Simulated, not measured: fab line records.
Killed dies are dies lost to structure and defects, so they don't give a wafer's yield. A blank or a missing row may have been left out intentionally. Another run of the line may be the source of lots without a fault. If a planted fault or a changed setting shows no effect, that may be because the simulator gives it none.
One fault through the eyes of 2 desks	flow ritCmos	every desk sees just its own numbers, and what lay behind them comes last

## FROM THE METROLOGY DESK
Lot by lot, what the gauges showed, no matter which tool ran the lot: averages of those sampled wafers that carry a number. Marked OUT: a lot whose mean sits more than 4 standard deviations from the usual mean, which makes it out of limits; the brackets give that distance.
Columns: A = GATE_POLY_THK at RIT_GATE_THK_MEAS_09, usual 248.0 nm
lot	first seen here	A
L910	day 2 19:22	249.8
L911	day 3 02:24	247.5
L912	day 3 08:23	247.2
L914	day 3 18:33	248.9
L913	day 3 18:57	247.6
L915	day 3 20:10	246.8
L918	day 4 16:47	249.4
L919	day 4 18:22	251.9
L921	day 5 04:56	245.6
L923	day 5 13:30	247.3
L925	day 5 21:23	250.2
L930	day 6 23:59	358.6 (+38) OUT
L931	day 7 07:43	354.1 (+37) OUT
L932	day 7 09:03	244.5
Finding of this desk: L930, L931 out of limits, first seen on L930 at day 6 23:59 (GATE_POLY_THK at RIT_GATE_THK_MEAS_09). L910, L911, L912, L914, L913, L915, L918, L919, L921, L923, L925, L932 stayed within limits.

## DESK OF THE TOOL OWNER: lpcvd-01
The tool's own readings at RIT_GATE_CVD_08 (deposits poly-Si from SiH4, target thk 250 nm, time 2220 s): means of the sampled wafers that have a number, for each lot that ran on this tool. Marked OUT: a lot whose mean sits more than 4 standard deviations from the usual mean, which makes it out of limits; the brackets give that distance.
Columns: A = spikeTcCentreC at RIT_GATE_CVD_08, usual 611.5 C; B = spikeTcSourceC at RIT_GATE_CVD_08, usual 630.3 C; C = susceptorTempC at RIT_GATE_CVD_08, usual 609.96 C; D = zonePowerCentrePct at RIT_GATE_CVD_08, usual 28.4 %
lot	first seen here	A	B	C	D
L910	day 2 16:56	611.6	631.4	609.80	30.6
L913	day 3 16:29	611.2	630.8	609.88	24.1
L919	day 4 15:56	612.2	632.3	610.06	24.2
L925	day 5 19:47	612.6	632.0	609.54	23.8
L930	day 6 22:22	626.4 (+14) OUT	646.5 (+9.0) OUT	624.89 (+53) OUT	30.9
L931	day 7 06:07	625.2 (+12) OUT	647.3 (+9.5) OUT	625.29 (+55) OUT	31.7
This desk's finding: out of limits on L930, L931; first on L930, day 6 22:22 (spikeTcCentreC at RIT_GATE_CVD_08). L910, L913, L919, L925 stayed within limits.

## TAKEN TOGETHER
The tool owner's desk had the chance to raise an alarm at day 6 22:22 on L930, L931.
Metrology desk: alarm possible at day 6 23:59 on L930, L931.
On lpcvd-01, each named lot ran RIT_GATE_CVD_08.

## WHAT WAS PUT IN BY THE SIMULATOR
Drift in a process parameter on lpcvd-01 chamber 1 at RIT_GATE_CVD_08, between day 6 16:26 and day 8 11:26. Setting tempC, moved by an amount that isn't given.
Lots struck among those shown: L930, L931.
Fault start to first reading out of limits, in hours, per desk: tool owner, 6; metrology, 8.
